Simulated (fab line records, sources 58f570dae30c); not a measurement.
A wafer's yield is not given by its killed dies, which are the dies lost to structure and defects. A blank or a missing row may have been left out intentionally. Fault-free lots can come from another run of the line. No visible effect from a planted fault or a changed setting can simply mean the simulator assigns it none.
The same fault as seen by 2 desks + flow berkeleyCmos170 + what lay behind the numbers comes last; until then each desk has only its own

AT THE METROLOGY DESK
What the gauges read for every lot (on any tool): the sampled wafers with a number, averaged. Any lot whose mean is over 4 standard deviations away from the usual mean is out of limits and marked OUT; that distance is given in the brackets.
Columns: A = ACTIVE_NITRIDE_THK at UCB170_ACTIVE_THK_MEAS_06, usual 220.5 nm
| lot  | first seen here | A     |
|------|-----------------|-------|
| L744 | day 5 07:00     | 219.3 |
| L746 | day 6 01:24     | 216.7 |
| L747 | day 6 01:24     | 222.4 |
| L749 | day 6 09:14     | 219.3 |
| L748 | day 6 09:14     | 224.0 |
| L750 | day 6 16:15     | 220.3 |
| L752 | day 6 16:16     | 221.9 |
| L754 | day 7 04:10     | 216.1 |
| L753 | day 7 10:50     | 222.0 |
| L755 | day 7 10:51     | 220.8 |
| L758 | day 7 22:28     | 220.6 |
| L763 | day 9 12:58     | 218.1 |
| L764 | day 10 02:29    | 223.3 |
| L766 | day 10 02:29    | 218.4 |
This desk found nothing out of limits on any of the 14 lots.

TOOL OWNER'S DESK, lithoTrack-04
At UCB170_PSD_SOFTBAKE_02 (time 60 s), the tool's own readings, given per lot that ran on this tool as the mean of the sampled wafers with a number. Any lot whose mean is over 4 standard deviations away from the usual mean is out of limits and marked OUT; that distance is given in the brackets.
Columns: A = heaterPowerTotalW at UCB170_PSD_SOFTBAKE_02, usual 56.80 W; B = runLengthS at UCB170_PSD_SOFTBAKE_02, usual 89.30 s
| lot  | first seen here | A     | B                        |
|------|-----------------|-------|--------------------------|
| L744 | day 8 02:31     | 56.79 | 89.52                    |
| L747 | day 9 04:18     | 56.77 | 89.49                    |
| L748 | day 9 20:44     | 56.83 | 89.44                    |
| L752 | day 10 11:43    | 56.81 | 89.39                    |
| L753 | day 11 05:26    | 56.80 | 89.42                    |
| L754 | day 11 05:53    | 56.76 | 106.17 (+99 or more) OUT |
| L758 | day 11 23:18    | 56.76 | 106.02 (+98) OUT         |
Finding of this desk: L754, L758 out of limits; the first was L754 at day 11 05:53, on runLengthS at UCB170_PSD_SOFTBAKE_02. L744, L747, L748, L752, L753 stayed within limits.

BROUGHT TOGETHER
An alarm could have come from the tool owner's desk at day 11 05:53, on L754, L758.
The metrology desk saw nothing out of limits.
The metrology desk has L754, L758 on record, within its limits.
On lithoTrack-04, each named lot ran UCB170_PSD_SOFTBAKE_02.

WHAT THE SIMULATOR HAD INSERTED
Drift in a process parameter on lithoTrack-04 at UCB170_PSD_SOFTBAKE_02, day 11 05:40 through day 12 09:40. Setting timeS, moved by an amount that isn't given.
Shown lots that were struck: L754, L758.
How many hours passed from the start of the fault until each desk's first out-of-limits reading: the tool owner's desk, 0.
